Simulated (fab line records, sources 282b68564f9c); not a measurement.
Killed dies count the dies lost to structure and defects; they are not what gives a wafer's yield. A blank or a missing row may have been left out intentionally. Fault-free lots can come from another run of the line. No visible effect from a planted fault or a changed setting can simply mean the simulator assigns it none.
fab line records	flow ritCmos
record lots=6	wafers=18	lastDay=7
route steps=202 shown SDANNEAL@153 PSD@157 NSD@158 PLDD@159 NLDD@160 SILICIDE@161 CONTACT@168 M1@184
lots with no fault: from the same line, run without faults
startH: start of the lot's first displayed wafer, in hours after the record's first day	waitH: how many hours have passed since the lot's step before this one	" same as the row above	L1.1+2: several wafers, shown together as one row	- no value present, or no start provided	* or withheld: withheld	< > ~ a bound
route shown NAME@n: names a module that has steps shown in the file, with the first one's number in the route	usual: mean/standard deviation taken from wafers without a fault	same: alike in all rows	chamber/n: place in a boat	sites: per-site readings	_std_site: the standard deviation of these	_edge_site: outer sites' mean less inner sites'	radiusMm: for every site, how far away it sits from the centre of the wafer	mask NAME#n: copy n	behind: the most recent tool/chamber to have shaped the wafer	hold: cause of the lot's hold/its duration in hours/its outcome	device: which transistor (n, p or np) failed to switch	end of line: at the end of the route, the tests of the same wafers	for a step that has no rows: nothing shown but its recipe	killed: not the wafer's yield, but the dies lost to structure and defects at the first sort	map: dies across one wafer; x = killed, . = not, _ = none there
set.NAME: the setting that was run; set.NAME@STEP: the one run at that earlier step	model.NAME: the simulator's own value behind a step, which no gauge read
lots at selected steps of the route; one table per step, one row per wafer
services: from which hour (startH, from the record's first day; less than 0 if before it) a tool's chamber was out of use, for how many hours, and why
## steps
# step RIT_SDANNEAL_CLEAN_00
# recipe chemistry=SC1	mix=3:3:50	timeS=600	tempC=75
# step RIT_SDANNEAL_CLEAN_01
# recipe chemistry=dHF	dilution=50:1	timeS=30
# step RIT_SDANNEAL_CLEAN_02
# recipe chemistry=SC2	mix=3:3:50	timeS=600	tempC=75	dry=n2Spin
# step RIT_SDANNEAL_RTA_03
# recipe tempC=1050	timeS=5	idleTempC=600	rampUpCPerS=342	rampDownCPerS=171	coolToC=600	ambient=N2
# step RIT_SDANNEAL_RS_MEAS_04
# recipe thkMeasGauge=four-point-probe
# usual PSD_RS=116.06/0.29
lot.wafer	tool	chamber	startH	waitH	PSD_RS[ohm/sq]
L748.2	filmMetro-02	-	107.17	0.1	116.48
L748.5	"	-	"	"	115.94
L748.6	"	-	"	"	116.09
L750.3	filmMetro-02	-	117.01	0.1	116.01
L750.4	"	-	"	"	115.97
L750.6	"	-	"	"	115.90
L752.4	filmMetro-02	-	132.58	0.1	116.36
L752.5	"	-	"	"	116.57
L752.6	"	-	"	"	116.44
L758.2	filmMetro-02	-	155.96	0.1	116.47
L758.4	"	-	"	"	116.64
L758.6	"	-	"	"	116.22
L761.2	filmMetro-02	-	168.24	0.1	116.15
L761.5	"	-	"	"	116.28
L761.6	"	-	"	"	116.71
L762.3	filmMetro-02	-	170.87	0.1	115.83
L762.4	"	-	"	"	115.95
L762.6	"	-	"	"	115.80
# step RIT_SDANNEAL_RS_MEAS_05
# recipe thkMeasGauge=four-point-probe
# usual NSD_RS=84.43/0.28
lot.wafer	tool	chamber	startH	waitH	NSD_RS[ohm/sq]
L748.2	filmMetro-02	-	107.29	0.1	84.43
L748.5	"	-	"	"	84.42
L748.6	"	-	"	"	84.53
L750.3	filmMetro-02	-	117.13	0.1	84.61
L750.4	"	-	"	"	84.63
L750.6	"	-	"	"	84.76
L752.4	filmMetro-02	-	132.70	0.1	84.31
L752.5	"	-	"	"	84.28
L752.6	"	-	"	"	84.02
L758.2	filmMetro-02	-	156.08	0.1	84.39
L758.4	"	-	"	"	84.66
L758.6	"	-	"	"	84.88
L761.2	filmMetro-02	-	168.36	0.1	84.57
L761.5	"	-	"	"	84.36
L761.6	"	-	"	"	84.47
L762.3	filmMetro-02	-	170.99	0.1	84.55
L762.4	"	-	"	"	84.55
L762.6	"	-	"	"	84.66
# step RIT_SDANNEAL_RS_MEAS_06
# recipe thkMeasGauge=four-point-probe
# usual PLDD_RS=178.8/0.47
lot.wafer	tool	chamber	startH	waitH	PLDD_RS[ohm/sq]
L748.2	filmMetro-02	-	107.41	0.1	179.4
L748.5	"	-	"	"	179.1
L748.6	"	-	"	"	179.3
L750.3	filmMetro-02	-	117.25	0.1	179.1
L750.4	"	-	"	"	179.2
L750.6	"	-	"	"	179.2
L752.4	filmMetro-02	-	132.82	0.1	179.1
L752.5	"	-	"	"	179.1
L752.6	"	-	"	"	179.1
L758.2	filmMetro-02	-	156.20	0.1	179.3
L758.4	"	-	"	"	179.6
L758.6	"	-	"	"	179.3
L761.2	filmMetro-02	-	168.48	0.1	178.5
L761.5	"	-	"	"	178.8
L761.6	"	-	"	"	179.1
L762.3	filmMetro-02	-	171.11	0.1	179.0
L762.4	"	-	"	"	178.8
L762.6	"	-	"	"	179.4
# step RIT_SDANNEAL_RS_MEAS_07
# recipe thkMeasGauge=four-point-probe
# usual NLDD_RS=152.7/0.54
lot.wafer	tool	chamber	startH	waitH	NLDD_RS[ohm/sq]
L748.2	filmMetro-02	-	107.53	0.1	152.1
L748.5	"	-	"	"	151.7
L748.6	"	-	"	"	152.5
L750.3	filmMetro-02	-	117.37	0.1	153.2
L750.4	"	-	"	"	152.9
L750.6	"	-	"	"	153.4
L752.4	filmMetro-02	-	132.94	0.1	153.3
L752.5	"	-	"	"	152.9
L752.6	"	-	"	"	152.9
L758.2	filmMetro-02	-	156.32	0.1	152.2
L758.4	"	-	"	"	152.8
L758.6	"	-	"	"	152.6
L761.2	filmMetro-02	-	168.60	0.1	152.3
L761.5	"	-	"	"	152.5
L761.6	"	-	"	"	152.4
L762.3	filmMetro-02	-	171.23	0.1	152.9
L762.4	"	-	"	"	152.9
L762.6	"	-	"	"	152.7
# step RIT_SILICIDE_WET_ETCH_00
# recipe chemistry=BOE	target=SiO2	targetDepthNm=14	timeS=15.47	dry=n2Spin	dilution=10:1	tempC=21.5
# step RIT_SILICIDE_SPUTTER_01
# recipe material=Ti	targetThkNm=30	powerW=350	chamberPressurePa=0.667	gas=Ar	timeS=240	substrateTempC=25
# usual substrateTempC=24.97/0.12	throttleValvePct=29.9/1.3
lot.wafer	tool	chamber	startH	waitH	substrateTempC	throttleValvePct
L748.2	pvdSputter-01	-	107.64	0.0	24.97	29.5
L748.5	"	-	"	"	25.07	29.3
L748.6	"	-	"	"	25.16	29.4
L750.3	pvdSputter-02	-	117.47	0.0	25.09	31.2
L750.4	"	-	"	"	24.96	30.6
L750.6	"	-	"	"	25.02	30.5
L752.4	pvdSputter-02	-	133.02	0.0	25.02	30.8
L752.5	"	-	"	"	25.09	31.8
L752.6	"	-	"	"	25.15	30.6
L758.2	pvdSputter-01	-	156.44	0.0	24.89	29.5
L758.4	"	-	"	"	24.94	29.4
L758.6	"	-	"	"	25.06	29.1
L761.2	pvdSputter-01	-	168.71	0.0	25.00	27.0
L761.5	"	-	"	"	24.74	29.6
L761.6	"	-	"	"	25.04	27.0
L762.3	pvdSputter-02	-	171.32	0.0	25.01	31.3
L762.4	"	-	"	"	24.87	30.7
L762.6	"	-	"	"	24.86	31.3
# step RIT_SILICIDE_RS_MEAS_02
# recipe thkMeasGauge=four-point-probe	reads=Ti_of_SILICIDE_SPUTTER_01
# usual SILICIDE_TI_RS=48.0/0.69
lot.wafer	tool	chamber	startH	waitH	SILICIDE_TI_RS[ohm/sq]
L748.2	filmMetro-03	-	107.81	0.1	48.2
L748.5	"	-	"	"	47.7
L748.6	"	-	"	"	47.3
L750.3	filmMetro-03	-	117.66	0.1	47.5
L750.4	"	-	"	"	47.3
L750.6	"	-	"	"	46.5
L752.4	filmMetro-01	-	133.23	0.1	47.5
L752.5	"	-	"	"	47.7
L752.6	"	-	"	"	47.8
L758.2	filmMetro-03	-	156.61	0.1	49.0
L758.4	"	-	"	"	48.7
L758.6	"	-	"	"	48.4
L761.2	filmMetro-04	-	168.88	0.1	48.2
L761.5	"	-	"	"	48.6
L761.6	"	-	"	"	47.9
L762.3	filmMetro-01	-	171.51	0.1	48.3
L762.4	"	-	"	"	48.0
L762.6	"	-	"	"	48.2
# step RIT_SILICIDE_THK_MEAS_03
# recipe thkMeasGauge=xrf	reads=Ti_of_SILICIDE_SPUTTER_01
# usual SILICIDE_TI_THK=30.2/0.39
lot.wafer	tool	chamber	startH	waitH	SILICIDE_TI_THK[nm]
L748.2	filmMetro-03	-	107.92	0.1	30.2
L748.5	"	-	"	"	30.4
L748.6	"	-	"	"	30.5
L750.3	filmMetro-03	-	117.76	0.1	30.3
L750.4	"	-	"	"	30.5
L750.6	"	-	"	"	30.9
L752.4	filmMetro-01	-	133.32	0.1	30.3
L752.5	"	-	"	"	30.2
L752.6	"	-	"	"	30.1
L758.2	filmMetro-03	-	156.72	0.1	29.3
L758.4	"	-	"	"	29.6
L758.6	"	-	"	"	29.7
L761.2	filmMetro-04	-	168.99	0.1	30.5
L761.5	"	-	"	"	30.2
L761.6	"	-	"	"	30.5
L762.3	filmMetro-01	-	171.61	0.1	29.8
L762.4	"	-	"	"	30.1
L762.6	"	-	"	"	30.0
# step RIT_SILICIDE_RTA_04
# recipe tempC=650	timeS=10	idleTempC=25	rampUpS=5	rampDownS=5	coolToC=25	ambient=N2
# usual wafer_temp_C_max=653.5/0.71
lot.wafer	tool	chamber	startH	waitH	wafer_temp_C_max
L748.2	rtpAnneal-02	0	107.98	0.1	656.5
L748.5	"	0	"	"	656.4
L748.6	"	0	"	"	657.2
L750.3	rtpAnneal-02	0	117.82	0.1	657.2
L750.4	"	0	"	"	658.0
L750.6	"	0	"	"	657.6
L752.4	rtpAnneal-01	0	133.38	0.1	653.2
L752.5	"	0	"	"	654.2
L752.6	"	0	"	"	654.8
L758.2	rtpAnneal-01	0	156.78	0.1	653.1
L758.4	"	0	"	"	654.4
L758.6	"	0	"	"	654.1
L761.2	rtpAnneal-01	0	169.06	0.1	655.9
L761.5	"	0	"	"	653.7
L761.6	"	0	"	"	653.3
L762.3	rtpAnneal-02	0	171.67	0.1	653.7
L762.4	"	0	"	"	653.7
L762.6	"	0	"	"	652.6
# step RIT_SILICIDE_WET_ETCH_05
# recipe chemistry=SPM	target=Ti	tempC=90	timeS=120	dry=n2Spin
# step RIT_SILICIDE_RTA_06
# recipe tempC=750	timeS=10	idleTempC=25	rampUpS=5	rampDownS=10	coolToC=25	ambient=N2
# step RIT_CONTACT_CVD_00
# recipe material=SiO2	targetThkNm=400	precursor=TEOS	tempC=390	timeS=59.75	rfW=400
# usual heaterPowerW=340/47	rfFwdPowerW=396.3/1.5
lot.wafer	tool	chamber	startH	waitH	heaterPowerW	rfFwdPowerW
L748.2	pecvd-04	0	108.15	0.0	398	397.1
L748.5	"	1	"	"	301	394.9
L748.6	"	0	"	"	297	396.9
L750.3	pecvd-01	2	117.98	0.0	348	395.2
L750.4	"	2	"	"	360	395.9
L750.6	"	1	"	"	269	397.2
L752.4	pecvd-03	2	133.55	0.0	424	395.4
L752.5	"	0	"	"	386	395.0
L752.6	"	1	"	"	337	395.1
L758.2	pecvd-01	0	156.98	0.0	371	397.7
L758.4	"	1	"	"	286	395.7
L758.6	"	0	"	"	375	395.7
L761.2	pecvd-03	2	169.22	0.0	345	397.1
L761.5	"	2	"	"	360	396.0
L761.6	"	0	"	"	391	395.1
L762.3	pecvd-01	1	171.83	0.0	303	398.4
L762.4	"	1	"	"	320	399.4
L762.6	"	0	"	"	374	396.9
# step RIT_CONTACT_THK_MEAS_01
# recipe reads=SiO2_of_CONTACT_CVD_00
# usual CONTACT_TEOS_THK=391/4.7
lot.wafer	tool	chamber	startH	waitH	CONTACT_TEOS_THK[nm]
L748.2	filmMetro-04	-	108.21	0.0	385
L748.5	"	-	"	"	390
L748.6	"	-	"	"	391
L750.3	filmMetro-02	-	118.05	0.0	390
L750.4	"	-	"	"	395
L750.6	"	-	"	"	399
L752.4	filmMetro-02	-	133.60	0.0	394
L752.5	"	-	"	"	397
L752.6	"	-	"	"	396
L758.2	filmMetro-01	-	157.04	0.0	391
L758.4	"	-	"	"	393
L758.6	"	-	"	"	388
L761.2	filmMetro-01	-	169.28	0.0	387
L761.5	"	-	"	"	395
L761.6	"	-	"	"	397
L762.3	filmMetro-04	-	171.90	0.0	391
L762.4	"	-	"	"	399
L762.6	"	-	"	"	396
# step RIT_CONTACT_HMDS_02
# recipe primeTimeS=60	primeTempC=140
# step RIT_CONTACT_COAT_03
# recipe resist=NOVOLAK	spinRpm=3250	resistThkNm=1000
# step RIT_CONTACT_SOFTBAKE_04
# recipe resist=NOVOLAK	tempC=90	timeS=60
# step RIT_CONTACT_EXPOSE_05
# recipe maskId=M11	na=0.6	sourceShape=conventional	sigmaOuter=0.5	targetCdNm=1000	doseMj=250
# step RIT_CONTACT_PEB_06
# recipe resist=NOVOLAK	tempC=withheld	timeS=withheld
# step RIT_CONTACT_DEVELOP_07
# recipe resist=NOVOLAK	developTimeS=120	devTempC=23
# step RIT_CONTACT_CD_MEAS_08
# recipe targetCdNm=1000
# usual cdNm=1000.3/2
lot.wafer	tool	chamber	startH	waitH	cdNm
L748.2	cdSem-01	-	109.37	-	999.4
L748.5	"	-	"	"	997.6
L748.6	"	-	"	"	999.8
L750.3	cdSem-02	-	119.20	-	995.1
L750.4	"	-	"	"	996.7
L750.6	"	-	"	"	998.6
L752.4	cdSem-01	-	134.99	-	999.2
L752.5	"	-	"	"	1002.0
L752.6	"	-	"	"	1001.9
L758.2	cdSem-01	-	158.25	-	1003.8
L758.4	"	-	"	"	1003.9
L758.6	"	-	"	"	1002.8
L761.2	cdSem-01	-	170.53	-	1003.2
L761.5	"	-	"	"	1001.2
L761.6	"	-	"	"	1000.7
L762.3	cdSem-01	-	173.11	-	999.8
L762.4	"	-	"	"	1002.1
L762.6	"	-	"	"	1002.5
# step RIT_CONTACT_OVL_MEAS_09
# usual CONTACT_OVL=-0.1/1.2
lot.wafer	tool	chamber	startH	waitH	CONTACT_OVL[nm]
L748.2	overlay-01	-	109.48	0.1	1.0
L748.5	"	-	"	"	-0.6
L748.6	"	-	"	"	-0.9
L750.3	overlay-01	-	119.29	0.1	0.6
L750.4	"	-	"	"	-0.2
L750.6	"	-	"	"	1.0
L752.4	overlay-01	-	135.07	0.1	1.9
L752.5	"	-	"	"	-0.5
L752.6	"	-	"	"	0.0
L758.2	overlay-02	-	158.35	0.1	0.2
L758.4	"	-	"	"	0.0
L758.6	"	-	"	"	0.4
L761.2	overlay-02	-	170.64	0.1	1.0
L761.5	"	-	"	"	-1.2
L761.6	"	-	"	"	1.8
L762.3	overlay-02	-	173.20	0.1	2.0
L762.4	"	-	"	"	-0.3
L762.6	"	-	"	"	1.3
# step RIT_CONTACT_HARDBAKE_10
# recipe resist=NOVOLAK	tempC=140	timeS=60
# step RIT_CONTACT_ETCH_11
# recipe targetDepthA=4800	overEtchFrac=0.2	stopOn=TiSi2	chemistry=CHF3/CF4/Ar	target=SiO2	CHF3_flow_sccm=50	cf4FlowSccm=10	Ar_flow_sccm=100	O2_flow_sccm=5	pressureMtorr=100	rfW=200	timeS=320
# usual cf4FlowSccm=10.00/0.03	drypumpMotorCurrentA=5.9/0.33	oesProductAu=0.985/0.015	rfFwdPowerW=199.6/0.64	throttleValvePct=8.92/0.11
# same overEtchFrac=0.2
lot.wafer	tool	chamber	startH	waitH	cf4FlowSccm	drypumpMotorCurrentA	oesProductAu	rfFwdPowerW	rfHoursCounterH	throttleValvePct
L748.2	rieDiel-04	0	109.66	0.1	10.01	4.7	0.979	199.8	78	9.09
L748.5	"	1	"	"	10.06	6.2	0.954	199.6	-	8.82
L748.6	"	0	"	"	10.04	4.8	0.975	198.9	-	9.10
L750.3	rieDiel-03	1	119.47	0.1	10.04	6.2	0.977	198.2	85	9.06
L750.4	"	3	"	"	9.96	5.6	1.005	199.9	1	8.92
L750.6	"	3	"	"	9.97	5.6	0.995	199.4	-	8.88
L752.4	rieDiel-04	2	135.23	0.1	10.01	6.3	0.981	199.0	4	8.90
L752.5	"	3	"	"	10.02	5.9	0.973	199.5	-	8.77
L752.6	"	0	"	"	9.99	4.8	0.975	199.7	-	9.10
L758.2	rieDiel-01	3	158.53	0.1	10.00	6.0	0.994	199.8	6	8.94
L758.4	"	1	"	"	9.99	5.6	0.966	199.2	15	8.88
L758.6	"	3	"	"	10.01	6.1	0.984	199.2	-	8.93
L761.2	rieDiel-01	0	170.82	0.1	9.99	5.7	0.987	198.3	3	9.07
L761.5	"	1	"	"	9.97	5.6	0.968	199.7	-	8.88
L761.6	"	2	"	"	10.02	5.9	0.977	199.4	-	8.89
L762.3	rieDiel-03	1	173.46	0.1	9.96	6.2	0.973	198.9	86	9.06
L762.4	"	2	"	"	9.95	5.8	0.996	200.7	106	8.90
L762.6	"	0	"	"	9.91	5.8	1.010	200.0	-	8.71
# step RIT_CONTACT_STRIP_12
# recipe chemistry=O2	timeS=180	resist=NOVOLAK	platenTempC=withheld	powerW=500	pressureMtorr=4000	o2FlowSccm=4000
# usual drypumpMotorCurrentA=5.3/0.36	rfReflPowerW=6.2/1.7
lot.wafer	tool	chamber	startH	waitH	drypumpMotorCurrentA	rfHoursCounterH	rfReflPowerW
L748.2	plasmaAsher-01	1	109.85	0.1	4.9	45	8.1
L748.5	"	1	"	"	4.8	-	8.3
L748.6	"	0	"	"	5.0	-	4.5
L750.3	plasmaAsher-03	1	119.72	0.2	5.7	-	7.9
L750.4	"	0	"	"	5.9	-	4.4
L750.6	"	1	"	"	5.7	-	8.0
L752.4	plasmaAsher-02	0	135.49	0.2	5.3	-	7.4
L752.5	"	0	"	"	5.3	-	7.9
L752.6	"	1	"	"	5.4	-	4.6
L758.2	plasmaAsher-01	0	158.73	0.1	5.0	52	4.3
L758.4	"	0	"	"	5.0	-	4.3
L758.6	"	0	"	"	5.0	-	4.4
L761.2	plasmaAsher-01	0	171.01	0.1	5.0	53	4.5
L761.5	"	0	"	"	5.0	-	4.3
L761.6	"	1	"	"	4.9	-	8.2
L762.3	plasmaAsher-01	0	173.72	0.2	5.0	-	4.4
L762.4	"	1	"	"	4.9	-	8.2
L762.6	"	0	"	"	5.0	-	4.4
# step RIT_CONTACT_CD_MEAS_90
# recipe targetCdNm=1000
# usual cdNm=1000.2/1.9
lot.wafer	tool	chamber	startH	waitH	cdNm
L748.2	cdSem-01	-	110.05	0.1	999.7
L748.5	"	-	"	"	998.1
L748.6	"	-	"	"	999.4
L750.3	cdSem-02	-	119.88	0.1	995.9
L750.4	"	-	"	"	996.9
L750.6	"	-	"	"	998.9
L752.4	cdSem-01	-	135.66	0.1	999.1
L752.5	"	-	"	"	1002.4
L752.6	"	-	"	"	1002.1
L758.2	cdSem-02	-	158.92	0.1	1004.4
L758.4	"	-	"	"	1003.6
L758.6	"	-	"	"	1002.5
L761.2	cdSem-02	-	171.20	0.1	1003.0
L761.5	"	-	"	"	1001.1
L761.6	"	-	"	"	1000.3
L762.3	cdSem-02	-	173.87	0.1	999.7
L762.4	"	-	"	"	1001.7
L762.6	"	-	"	"	1002.7
# step RIT_CONTACT_CLEAN_13
# recipe chemistry=SC1	mix=3:3:50	timeS=600	tempC=75
# step RIT_CONTACT_CLEAN_14
# recipe chemistry=SC2	mix=3:3:50	timeS=600	tempC=75	dry=n2Spin
# step RIT_M1_SPUTTER_00
# recipe material=Al	targetThkNm=400	powerW=2000	chamberPressurePa=0.4	gas=Ar	timeS=491.7	substrateTempC=25
# usual substrateTempC=25.00/0.1	throttleValvePct=30.1/1.1
lot.wafer	tool	chamber	startH	waitH	substrateTempC	throttleValvePct
L748.2	pvdSputter-02	-	110.51	0.0	25.05	30.6
L748.5	"	-	"	"	25.06	31.1
L748.6	"	-	"	"	25.00	30.9
L750.3	pvdSputter-03	-	120.34	0.0	24.92	29.1
L750.4	"	-	"	"	24.88	30.0
L750.6	"	-	"	"	24.85	29.9
L752.4	pvdSputter-03	-	136.07	0.0	25.06	29.6
L752.5	"	-	"	"	24.79	30.1
L752.6	"	-	"	"	25.12	28.6
L758.2	pvdSputter-02	-	159.37	0.0	25.05	31.0
L758.4	"	-	"	"	25.17	31.2
L758.6	"	-	"	"	25.08	30.8
L761.2	pvdSputter-04	-	171.65	0.0	24.91	32.2
L761.5	"	-	"	"	25.12	29.9
L761.6	"	-	"	"	25.09	30.1
L762.3	pvdSputter-03	-	174.34	0.0	24.80	28.8
L762.4	"	-	"	"	25.20	28.7
L762.6	"	-	"	"	24.89	30.0
# step RIT_M1_RS_MEAS_01
# recipe thkMeasGauge=four-point-probe	reads=Al_of_M1_SPUTTER_00
# usual M1_AL_RS=0.0749/0.00071
lot.wafer	tool	chamber	startH	waitH	M1_AL_RS[ohm/sq]
L748.2	filmMetro-03	-	110.83	0.2	0.0747
L748.5	"	-	"	"	0.0752
L748.6	"	-	"	"	0.0750
L750.3	filmMetro-03	-	120.67	0.2	0.0734
L750.4	"	-	"	"	0.0738
L750.6	"	-	"	"	0.0736
L752.4	filmMetro-02	-	136.43	0.2	0.0754
L752.5	"	-	"	"	0.0753
L752.6	"	-	"	"	0.0751
L758.2	filmMetro-03	-	159.69	0.2	0.0757
L758.4	"	-	"	"	0.0756
L758.6	"	-	"	"	0.0765
L761.2	filmMetro-02	-	171.97	0.2	0.0745
L761.5	"	-	"	"	0.0742
L761.6	"	-	"	"	0.0742
L762.3	filmMetro-02	-	174.67	0.2	0.0749
L762.4	"	-	"	"	0.0748
L762.6	"	-	"	"	0.0753
# step RIT_M1_THK_MEAS_02
# recipe thkMeasGauge=xrf	reads=Al_of_M1_SPUTTER_00
# usual M1_AL_THK=397/4
lot.wafer	tool	chamber	startH	waitH	M1_AL_THK[nm]
L748.2	filmMetro-03	-	110.94	0.1	399
L748.5	"	-	"	"	396
L748.6	"	-	"	"	395
L750.3	filmMetro-03	-	120.77	0.1	403
L750.4	"	-	"	"	400
L750.6	"	-	"	"	401
L752.4	filmMetro-02	-	136.52	0.1	393
L752.5	"	-	"	"	392
L752.6	"	-	"	"	396
L758.2	filmMetro-03	-	159.80	0.1	388
L758.4	"	-	"	"	386
L758.6	"	-	"	"	385
L761.2	filmMetro-02	-	172.08	0.1	399
L761.5	"	-	"	"	401
L761.6	"	-	"	"	403
L762.3	filmMetro-02	-	174.77	0.1	397
L762.4	"	-	"	"	399
L762.6	"	-	"	"	397
# step RIT_M1_HMDS_03
# recipe primeTimeS=60	primeTempC=140
# step RIT_M1_COAT_04
# recipe resist=NOVOLAK	spinRpm=2000	resistThkNm=1300
# step RIT_M1_SOFTBAKE_05
# recipe resist=NOVOLAK	tempC=90	timeS=60
# step RIT_M1_EXPOSE_06
# recipe maskId=M12	na=0.6	sourceShape=conventional	sigmaOuter=0.5	targetCdNm=2600	doseMj=250
# step RIT_M1_PEB_07
# recipe resist=NOVOLAK	tempC=withheld	timeS=withheld
# step RIT_M1_DEVELOP_08
# recipe resist=NOVOLAK	developTimeS=68	devTempC=23
# step RIT_M1_CD_MEAS_09
# recipe targetCdNm=2600
# usual cdNm=2600.0/2.1
lot.wafer	tool	chamber	startH	waitH	cdNm
L748.2	cdSem-02	-	111.89	-	2601.4
L748.5	"	-	"	"	2601.9
L748.6	"	-	"	"	2603.1
L750.3	cdSem-02	-	121.73	-	2613.4
L750.4	"	-	"	"	2613.7
L750.6	"	-	"	"	2613.4
L752.4	cdSem-02	-	137.66	-	2603.0
L752.5	"	-	"	"	2601.1
L752.6	"	-	"	"	2602.4
L758.2	cdSem-02	-	160.87	-	2599.9
L758.4	"	-	"	"	2601.4
L758.6	"	-	"	"	2599.4
L761.2	cdSem-02	-	173.16	-	2600.1
L761.5	"	-	"	"	2602.0
L761.6	"	-	"	"	2601.7
L762.3	cdSem-01	-	175.73	-	2598.5
L762.4	"	-	"	"	2598.9
L762.6	"	-	"	"	2597.9
# step RIT_M1_OVL_MEAS_10
# usual M1_OVL=-0.1/1.3
lot.wafer	tool	chamber	startH	waitH	M1_OVL[nm]
L748.2	overlay-02	-	111.99	0.1	-1.7
L748.5	"	-	"	"	0.3
L748.6	"	-	"	"	-0.5
L750.3	overlay-02	-	121.82	0.1	-1.6
L750.4	"	-	"	"	-1.0
L750.6	"	-	"	"	-1.4
L752.4	overlay-01	-	137.74	0.1	0.1
L752.5	"	-	"	"	0.2
L752.6	"	-	"	"	-0.8
L758.2	overlay-02	-	160.98	0.1	-0.1
L758.4	"	-	"	"	-0.1
L758.6	"	-	"	"	-0.7
L761.2	overlay-01	-	173.27	0.1	1.7
L761.5	"	-	"	"	-1.2
L761.6	"	-	"	"	-0.4
L762.3	overlay-02	-	175.82	0.1	-1.1
L762.4	"	-	"	"	0.9
L762.6	"	-	"	"	-1.4
# step RIT_M1_METAL_ETCH_12
# recipe stopOn=SiO2	chemistry=Cl2/BCl3	target=Al	timeS=165	overEtchFrac=0.5	pressureMtorr=100	targetDepthA=6000	rfW=243.5	Cl2_flow_sccm=60	bcl3FlowSccm=50
# usual drypumpMotorCurrentA=6.2/0.55	oesProductAu=0.775/0.0091	rfFwdPowerW=242.6/0.76	throttleValvePct=8.24/0.069
# same overEtchFrac=0.5
lot.wafer	tool	chamber	startH	waitH	drypumpMotorCurrentA	oesProductAu	rfFwdPowerW	rfHoursCounterH	throttleValvePct	model.M1.cdNm
L748.2	rieMetal-04	0	112.27	0.2	6.4	0.764	243.3	37	8.27	2600
L748.5	"	0	"	"	6.4	0.765	243.9	-	8.26	2601
L748.6	"	1	"	"	5.0	0.770	242.6	-	8.19	2603
L750.3	rieMetal-02	0	122.15	0.2	6.4	0.795	243.2	-	8.23	2615
L750.4	"	1	"	"	5.6	0.789	243.0	-	8.21	2618
L750.6	"	0	"	"	6.5	0.787	243.0	-	8.22	2615
L752.4	rieMetal-02	0	138.07	0.1	6.4	0.792	242.8	-	8.22	2604
L752.5	"	0	"	"	6.4	0.777	243.3	-	8.22	2602
L752.6	"	1	"	"	5.6	0.785	243.7	-	8.22	2605
L758.2	rieMetal-03	0	161.26	0.2	6.8	0.770	242.5	2	8.17	2602
L758.4	"	1	"	"	6.3	0.774	241.7	-	8.37	2604
L758.6	"	0	"	"	6.7	0.756	242.7	-	8.17	2603
L761.2	rieMetal-04	0	173.59	0.2	6.4	0.775	241.9	0	8.25	2602
L761.5	"	0	"	"	6.4	0.771	243.5	-	8.26	2604
L761.6	"	1	"	"	5.0	0.780	241.9	-	8.18	2602
L762.3	rieMetal-03	1	176.15	0.2	6.2	0.775	243.5	-	8.37	2601
L762.4	"	0	"	"	6.8	0.771	242.3	-	8.17	2604
L762.6	"	1	"	"	6.2	0.773	242.6	-	8.38	2601
# step RIT_M1_PROBE_99
# usual killedAtContacts=0.1/0.25	killedAtFrontEnd=7/3.2	killedDies=7/3.2	killedOpen=3.5/2.2	killedShort=3.6/2.1
# same grossDies=264	killed_at_M0_to_M3=0	killed_at_M4_up=0	killedAtBackSide=0	killedAtOther=0
lot.wafer	tool	chamber	startH	waitH	killedAtContacts	killedAtFrontEnd	killedDies	killedOpen	killedShort
L750.3	prober-01	-	124.47	0.2	0	6	6	5	1
L750.4	prober-01	-	124.52	0.2	0	4	4	2	2
L750.6	prober-01	-	124.62	0.2	0	12	12	5	7
# killed by level:class
L750.3 FOX1:geometricParticle:open=2 GATE:geometricParticle:open=2 ACTIVE:geometricParticle:short=1 FOX2:geometricParticle:open=1
L750.4 FOX1:geometricParticle:open=1 GATE:geometricParticle:open=1 GATE:geometricParticle:short=1 SILICIDE:geometricParticle:short=1
L750.6 GATE:geometricParticle:short=3 SPACER:geometricParticle:open=3 GATE:geometricParticle:open=2 SPACER:geometricParticle:short=2 FOX1:geometricParticle:short=1 REOX:geometricParticle:short=1
## services
tool	chamber	startH	hours	kind
rieDiel-01	-	84.90	2.8	pm
rieDiel-01	-	90.31	14.6	pm
pecvd-03	1	94.74	8.4	repair
rieDiel-03	2	99.34	4.8	repair
rieDiel-04	3	103.86	3.8	repair
rieDiel-03	-	105.01	0.9	repair
pvdSputter-04	-	109.23	4.8	repair
rieMetal-02	-	109.94	0.8	repair
rieMetal-04	-	121.22	28.1	pm
plasmaAsher-03	-	121.61	15.6	pm
rieDiel-01	1	123.80	4.4	repair
rieDiel-03	3	124.09	15.3	repair
rieMetal-02	-	132.45	1.4	pm
pecvd-03	1	142.16	7.6	repair
plasmaAsher-03	-	146.76	0.7	repair
rieDiel-01	1	149.04	4.0	repair
rieMetal-04	-	149.32	20.0	pm
rieMetal-04	0	149.32	20.0	ventCycle
rieMetal-04	1	149.32	20.0	ventCycle
rieMetal-02	-	152.10	1.1	repair
plasmaAsher-01	-	160.90	2.8	pm
pecvd-03	-	164.47	2.8	pm
rieMetal-04	0	169.32	-	clean
rieMetal-04	1	169.32	-	clean
## key
firstSign step=RIT_SILICIDE_RTA_04	reading=wafer_temp_C_max	direction=up	sigmas=5.2	usual=*	struck=*
effect none on later readings
modelEffect step=RIT_M1_METAL_ETCH_12	value=M1.cdNm	without=2601	struck=2609
metAt RIT_SILICIDE_RTA_04
struckWafers L748.2,L748.5,L748.6,L750.3,L750.4,L750.6
testerLeftOut L748,L750
loopTrim step=RIT_M1_EXPOSE_06	setting=dose	lots=L750
fault kind=processParameterDrift	tool=rtpAnneal-02	chamber=-	onsetH=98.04	steps=RIT_SILICIDE_RTA_04	channel=tempC	offset=*	shape=step	endH=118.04	actsIn=*	stated=*
# testerLeftOut: of these lots the tester's yield and bins aren't shown, on N5 and GAA mostly nor the transistor test; their killed dies are dies lost to structure and defects alone, not to doping, threshold or leakage, so they don't give the yield
# loopTrim: a control loop set the setting to another value than it would have without faults
